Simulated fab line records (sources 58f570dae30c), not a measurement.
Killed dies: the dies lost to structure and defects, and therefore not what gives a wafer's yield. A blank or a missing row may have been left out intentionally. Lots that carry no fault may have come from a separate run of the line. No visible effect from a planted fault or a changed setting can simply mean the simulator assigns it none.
The tool behind it: which one? | flow berkeleyCmos170 | Sampling: 14 lots, 42 wafers, 3 of 331 route steps

## WHAT THE GAUGES READ, wafer by wafer
UCB170_PLDD_TW_MEAS_11.
lot  | measured     | on           | PLDD_TW
L848 | day 6 00:40  | filmMetro-02 | 1016 1015 1012
L850 | day 6 03:16  | filmMetro-01 | 1020 1011 1019
L852 | day 6 14:12  | filmMetro-01 | 1018 1015 1019
L851 | day 6 14:47  | filmMetro-03 | 1015 1021 1019
L853 | day 6 15:23  | filmMetro-03 | 1008 1010 1012
L854 | day 7 07:11  | filmMetro-01 | 1017 1012 1009
L855 | day 7 14:29  | filmMetro-02 | 1013 1018 1009
L858 | day 8 03:10  | filmMetro-01 | 1019 1014 1017
L861 | day 8 17:14  | filmMetro-03 | 1022 1020 1018
L863 | day 8 23:52  | filmMetro-02 | 954 956 950
L865 | day 9 20:46  | filmMetro-03 | 957 955 966
L867 | day 10 02:02 | filmMetro-01 | 1007 1012 1011
L868 | day 10 02:16 | filmMetro-02 | 1020 1020 1018
L871 | day 11 08:13 | filmMetro-02 | 1009 1006 1013

UCB170_SDANNEAL_RS_MEAS_04: measurement is done with a four-point probe.
lot  | measured     | on           | PLDD_RS (ohm/sq)
L848 | day 6 11:40  | filmMetro-02 | 1033.9 1030.9 1032.6
L850 | day 6 19:04  | filmMetro-03 | 1034.5 1028.5 1033.0
L852 | day 7 02:24  | filmMetro-02 | 1029.8 1027.0 1028.6
L851 | day 7 02:34  | filmMetro-03 | 1031.5 1031.7 1031.8
L853 | day 7 02:52  | filmMetro-01 | 1033.8 1032.2 1031.2
L854 | day 7 18:39  | filmMetro-02 | 1033.2 1029.9 1034.7
L855 | day 8 05:26  | filmMetro-03 | 1033.9 1032.7 1030.5
L858 | day 8 19:07  | filmMetro-03 | 1028.8 1031.4 1030.3
L861 | day 9 05:26  | filmMetro-01 | 1033.7 1034.6 1033.7
L863 | day 9 14:03  | filmMetro-02 | 1184.8 1185.3 1187.3
L865 | day 10 09:13 | filmMetro-03 | 1190.4 1195.7 1190.9
L867 | day 10 17:21 | filmMetro-03 | 1030.4 1027.8 1031.3
L868 | day 10 17:37 | filmMetro-01 | 1032.0 1033.9 1033.0
L871 | day 11 20:06 | filmMetro-03 | 1029.8 1034.6 1030.7

## EACH LOT AND THE TOOL THAT RAN IT (in order: tool; ch and the chambers of the sampled wafers; start)
lot  | UCB170_PLDD_IMPLANT_09
L848 | implanter-03 ch 0, day 6 00:25
L850 | implanter-01 ch 0, day 6 03:02
L852 | implanter-04 ch 0, day 6 13:58
L851 | implanter-01 ch 0, day 6 14:33
L853 | implanter-04 ch 0, day 6 15:10
L854 | implanter-04 ch 0, day 7 06:58
L855 | implanter-01 ch 0, day 7 14:14
L858 | implanter-01 ch 0, day 8 02:56
L861 | implanter-03 ch 0, day 8 16:59
L863 | implanter-01 ch 0, day 8 23:37
L865 | implanter-01 ch 0, day 9 20:31
L867 | implanter-03 ch 0, day 10 01:49
L868 | implanter-04 ch 0, day 10 02:01
L871 | implanter-04 ch 0, day 11 08:00
- UCB170_PLDD_IMPLANT_09

## AS READ BY THE TOOLS THEMSELVES (means over the sampled wafers that have a number; for cases with no such wafer, the mark the record gives instead)
UCB170_PLDD_IMPLANT_09.
lot  | tool         | doseIonsCm2 | faradayCurrentUA
L848 | implanter-03 | 5.002e+13   | 157.7
L850 | implanter-01 | 4.994e+13   | 157.4
L852 | implanter-04 | 5.002e+13   | 161.1
L851 | implanter-01 | 4.998e+13   | 161.4
L853 | implanter-04 | 5.001e+13   | 157.7
L854 | implanter-04 | 5.000e+13   | 163.8
L855 | implanter-01 | 4.995e+13   | 158.4
L858 | implanter-01 | 5.016e+13   | 156.8
L861 | implanter-03 | 4.998e+13   | 159.1
L863 | implanter-01 | 3.352e+13   | 104.7
L865 | implanter-01 | 3.356e+13   | 106.4
L867 | implanter-03 | 5.004e+13   | 156.7
L868 | implanter-04 | 5.001e+13   | 159.7
L871 | implanter-04 | 4.996e+13   | 159.2

## THE ANSWER, worked out from the rows above alone
Rule: the lots themselves supply what counts as usual. Put in order of their means at a reading, lots are off if they are a third of the lots or fewer, leave a main group of 4 or more, and stand apart from it by a gap of 3 or more times the standard deviation of the main group's means; of several such gaps the widest counts. Not used: any main group whose means are identical at the precision the tables above print for the reading. A lot without any number at a reading at which 4 lots or more have one is off too. The other lots that the step has rows for count as sound. Order of review: gauges by route order, followed by the tools' own readings, for which a lot's mean as printed above is used. The first step at which some lot is off is used, and at that step the reading that is off furthest; a lot without a number counts as furthest.
Off: L863, L865, at UCB170_PLDD_TW_MEAS_11 (PLDD_TW). The main group has a mean of 1015 with a standard deviation of 3.6.
If a tool, at a process step before that reading, ran all the lots that are off and no sound lot after the first of them, it fits. The gauges at UCB170_PLDD_TW_MEAS_11 aren't tried: what is off there is off at UCB170_PLDD_IMPLANT_09 too, on other tools, and a gauge's error can't cause that. One candidate fits, namely implanter-01 at UCB170_PLDD_IMPLANT_09. A fault onset in the window from L858 (day 8 02:56, its last sound lot) to L863 (day 8 23:37, its first lot off) fits.
The tool's own readings at UCB170_PLDD_IMPLANT_09 bear it out: on the lots that are off they differ by more than 5 times the standard deviation of the sound lots' means. doseIonsCm2 reads 3.354e+13 there against 5.001e+13 on the sound lots; faradayCurrentUA reads 105.6 there against 159.1 on the sound lots.

## WHAT THE SIMULATOR HAD PUT IN
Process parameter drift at UCB170_PLDD_IMPLANT_09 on implanter-01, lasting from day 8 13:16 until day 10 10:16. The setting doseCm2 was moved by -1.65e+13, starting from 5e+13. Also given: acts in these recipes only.
Struck lots among those shown: L863, L865. Same finding as the rule above.
